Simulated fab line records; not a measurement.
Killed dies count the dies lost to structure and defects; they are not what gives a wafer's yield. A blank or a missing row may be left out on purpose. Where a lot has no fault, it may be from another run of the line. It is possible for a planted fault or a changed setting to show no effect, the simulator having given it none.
Chamber matching + flow berkeley cmos170 + UCB170_GATE_ETCH_15 on rie si-01 has 4 sister chambers
The step etches poly-Si in HBr/Cl2, stops on SiO2, time 56.3 s, target depth 278.2 nm. 14 wafers are shown with their chamber, then 7 later ones without.

WAFERS WITH THEIR CHAMBER
| wafer  | chamber | drypump motor current A (A) | throttle valve pct (%) | oes product au (a.u.) |
|--------|---------|-----------------------------|------------------------|-----------------------|
| L348.1 | 1       | 5.7                         | 26.6                   | 0.831                 |
| L348.2 | 3       | 6.5                         | 26.3                   | 0.849                 |
| L348.4 | 2       | 5.5                         | 26.3                   | 0.829                 |
| L357.2 | 2       | 5.5                         | 26.2                   | 0.845                 |
| L357.5 | 3       | 6.5                         | 26.3                   | 0.852                 |
| L357.6 | 0       | 6.6                         | 26.6                   | 0.834                 |
| L361.4 | 1       | 5.7                         | 26.6                   | 0.833                 |
| L361.5 | 0       | 6.6                         | 26.6                   | 0.829                 |
| L361.6 | 3       | 6.5                         | 26.3                   | 0.840                 |
| L362.1 | 0       | 6.5                         | 26.6                   | 0.833                 |
| L362.5 | 0       | 6.5                         | 26.6                   | 0.831                 |
| L362.6 | 1       | 5.7                         | 26.6                   | 0.838                 |
| L364.1 | 0       | 6.5                         | 26.6                   | 0.824                 |
| L364.2 | 2       | 5.5                         | 26.2                   | 0.833                 |

SIGNATURES (averages over the wafers above)
| reading                 | chamber 0 | chamber 1 | chamber 2 | chamber 3 | scatter within a chamber |
|-------------------------|-----------|-----------|-----------|-----------|--------------------------|
| drypump motor current A | 6.540     | 5.700     | 5.500     | 6.500     | 0.0346                   |
| throttle valve pct      | 26.600    | 26.600    | 26.233    | 26.300    | 0.0258                   |
| oes product au          | 0.83020   | 0.83400   | 0.83567   | 0.84700   | 0.00553                  |
Rule: for each reading, subtract the chamber's mean from the wafer's reading, divide by that reading's scatter and square the result; add these up over the readings and take the root, which gives the wafer's distance from the chamber. The wafer belongs to the nearest chamber; if the next one is less than 2 further off, it can't be placed. The scatter: the root of (the sum of the squares of (reading less its chamber's mean) over the shown wafers, divided by (wafers less chambers)).

WAFERS WITH NO CHAMBER GIVEN
| wafer  | drypump motor current A (A) | throttle valve pct (%) | oes product au (a.u.) |
|--------|-----------------------------|------------------------|-----------------------|
| L364.3 | 5.7                         | 26.6                   | 0.834                 |
| L367.1 | 5.8                         | 26.6                   | 0.825                 |
| L367.3 | 6.6                         | 26.6                   | 0.835                 |
| L367.4 | 5.5                         | 26.2                   | 0.845                 |
| L368.1 | 6.5                         | 26.6                   | 0.826                 |
| L368.3 | 5.5                         | 26.2                   | 0.828                 |
| L368.6 | 5.5                         | 26.2                   | 0.837                 |

CHAMBER TAKEN BY EACH
| wafer  | from the rows above | in truth |
|--------|---------------------|----------|
| L364.3 | 1                   | 1        |
| L367.1 | 1                   | 1        |
| L367.3 | 0                   | 0        |
| L367.4 | 2                   | 2        |
| L368.1 | 0                   | 0        |
| L368.3 | 2                   | 2        |
| L368.6 | 2                   | 2        |
Correctly placed: 7 of 7. Not placeable from these rows: 0. Number placed wrongly: 0.
